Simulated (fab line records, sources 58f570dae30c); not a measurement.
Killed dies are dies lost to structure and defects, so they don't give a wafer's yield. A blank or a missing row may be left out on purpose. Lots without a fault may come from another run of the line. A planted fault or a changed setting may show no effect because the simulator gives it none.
Which tool did it? | flow berkeley_cmos170 | 13 lots, 39 wafers sampled, at 3 steps of a route of 331

WHAT THE GAUGES READ, wafer by wafer
UCB170_PLDD_CD_MEAS_06: target cd 1200 nm. Usual: cd_nm 1200.1 nm, standard deviation 1.3.
lot  | measured     | on        | cd_nm (nm)           | flag
L743 | day 7 16:43  | cd_sem-01 | 1200.9 1199.1 1200.6 |
L742 | day 7 17:01  | cd_sem-02 | 1201.2 1200.8 1199.8 |
L747 | day 8 19:04  | cd_sem-02 | 1200.5 1200.1 1200.7 |
L749 | day 9 09:47  | cd_sem-02 | 1201.0 1200.7 1200.4 |
L752 | day 10 00:52 | cd_sem-01 | 1201.2 1201.8 1203.3 |
L754 | day 10 08:59 | cd_sem-02 | 1199.0 1197.7 1197.8 |
L755 | day 10 09:34 | cd_sem-01 | 1200.3 1200.6 1201.1 |
L757 | day 10 22:21 | cd_sem-02 | 1199.3 1199.4 1198.8 |
L759 | day 11 13:12 | cd_sem-02 | 1200.4 1199.3 1199.5 |
L761 | day 11 22:15 | cd_sem-02 | 1201.1 1201.8 1201.4 |
L760 | day 11 22:22 | cd_sem-02 | 1201.2 1200.2 1201.0 |
L762 | day 11 23:03 | cd_sem-02 | 1200.1 1201.5 1201.0 |
L764 | day 12 04:37 | cd_sem-02 | 1201.0 1201.4 1202.0 |

UCB170_PSD_OVL_MEAS_07. Usual: PSD_OVL -3 nm, standard deviation 4.7.
lot  | measured     | on         | PSD_OVL (nm) | flag
L743 | day 8 05:51  | overlay-02 | -2 2 -5      |
L742 | day 8 06:14  | overlay-02 | -5 -9 -5     |
L747 | day 9 08:15  | overlay-01 | 2 -3         |
L749 | day 9 19:07  | overlay-02 | -6 -8 -2     |
L752 | day 10 10:08 | overlay-01 | -7 -13 -6    |
L754 | day 10 19:18 | overlay-02 | -3 4 -5      |
L755 | day 10 19:25 | overlay-01 | -2 1 3       |
L757 | day 11 07:12 | overlay-01 | -13 -4 -9    |
L759 | day 11 22:04 | overlay-02 | -2 -2 -4     |
L761 | day 12 06:56 | overlay-02 | 1 1 -7       |
L760 | day 12 07:36 | overlay-02 | -1 4 2       |
L762 | day 12 07:43 | overlay-01 | 1 -3 -5      |
L764 | day 12 17:24 | overlay-01 | -10 -10 -9   |

WHICH TOOL RAN EACH LOT (tool, then ch and the chambers of the sampled wafers, then the start)
lot  | UCB170_SPACER_ETCHBACK_03
L743 | rie_diel-01 ch 1,2, day 8 04:29
L742 | rie_diel-01 ch 1,2, day 8 04:34
L747 | rie_diel-01 ch 0,1,2, day 9 05:50
L749 | rie_diel-03 ch 0,1,3, day 9 17:56
L752 | rie_diel-03 ch 0,2,3, day 10 08:40
L754 | rie_diel-02 ch 0,1,3, day 10 17:26
L755 | rie_diel-03 ch 1,2,3, day 10 17:26
L757 | rie_diel-02 ch 0,3, day 11 05:49
L759 | rie_diel-02 ch 0,3, day 11 20:22
L761 | rie_diel-01 ch 1,2,3, day 12 05:34
L760 | rie_diel-02 ch 1,2,3, day 12 05:34
L762 | rie_diel-01 ch 0,1,2, day 12 05:38
L764 | rie_diel-03 ch 1,3, day 12 16:04
- UCB170_SPACER_ETCHBACK_03: etches SiO2 in CHF3/CF4/Ar, stops on Si, target depth 376 nm, time 100 s.

WHAT THE TOOLS THEMSELVES READ (means of the sampled wafers that have a number; where no wafer has one, the mark that the record gives instead)
UCB170_SPACER_ETCHBACK_03. Usual: drypump_motor_current_A 5.8 A, standard deviation 0.47; oes_product_au 0.894 a.u., standard deviation 0.016; rf_fwd_power_W 497.3 W, standard deviation 1.7; run_length_s 128.3 s, standard deviation 0.41; throttle_valve_pct 6.51 %, standard deviation 0.12.
lot  | tool        | drypump_motor_current_A (A) | oes_product_au (a.u.) | rf_fwd_power_W (W) | run_length_s (s) | throttle_valve_pct (%) | flag
L743 | rie_diel-01 | 5.5                         | 0.878                 | 498.4              | 128.6            | 6.47                   |
L742 | rie_diel-01 | 5.5                         | 0.888                 | 498.3              | 128.5            | 6.48                   |
L747 | rie_diel-01 | 5.6                         | 0.923                 | 498.9              | 120.3            | 6.54                   | OFF
L749 | rie_diel-03 | 5.6                         | 0.897                 | 498.3              | 128.0            | 6.47                   |
L752 | rie_diel-03 | 5.8                         | 0.908                 | 496.9              | 128.1            | 6.56                   |
L754 | rie_diel-02 | 6.0                         | 0.889                 | 498.9              | 128.3            | 6.45                   |
L755 | rie_diel-03 | 6.0                         | 0.897                 | 497.7              | 127.8            | 6.51                   |
L757 | rie_diel-02 | 5.9                         | 0.871                 | 499.7              | 128.4            | 6.48                   |
L759 | rie_diel-02 | 6.2                         | 0.881                 | 497.0              | 128.3            | 6.53                   |
L761 | rie_diel-01 | 5.6                         | 0.891                 | 496.8              | 128.4            | 6.49                   |
L760 | rie_diel-02 | 6.3                         | 0.890                 | 497.2              | 128.4            | 6.55                   |
L762 | rie_diel-01 | 5.6                         | 0.900                 | 497.2              | 128.7            | 6.54                   |
L764 | rie_diel-03 | 5.8                         | 0.898                 | 498.4              | 127.7            | 6.52                   |

THE ANSWER, worked out from the rows above alone
Rule: a lot is off if the mean of its wafers that have a number lies more than 3 standard deviations from the usual mean. A lot without any number at a reading at which 4 lots or more have one is off too. The other lots that the step has rows for count as sound. The gauges are gone through in route order, then the tools' own readings, and for those a lot's mean is taken as printed above. The first step at which some lot is off is used, and at that step the reading that is off furthest; a lot without a number counts as furthest.
Off: L747, at UCB170_SPACER_ETCHBACK_03 (run_length_s).
A tool fits if, at that step or a process step before it, it ran every lot that is off, and no sound lot after the first of them. None of those tried fits.

WHAT THE SIMULATOR HAD PUT IN
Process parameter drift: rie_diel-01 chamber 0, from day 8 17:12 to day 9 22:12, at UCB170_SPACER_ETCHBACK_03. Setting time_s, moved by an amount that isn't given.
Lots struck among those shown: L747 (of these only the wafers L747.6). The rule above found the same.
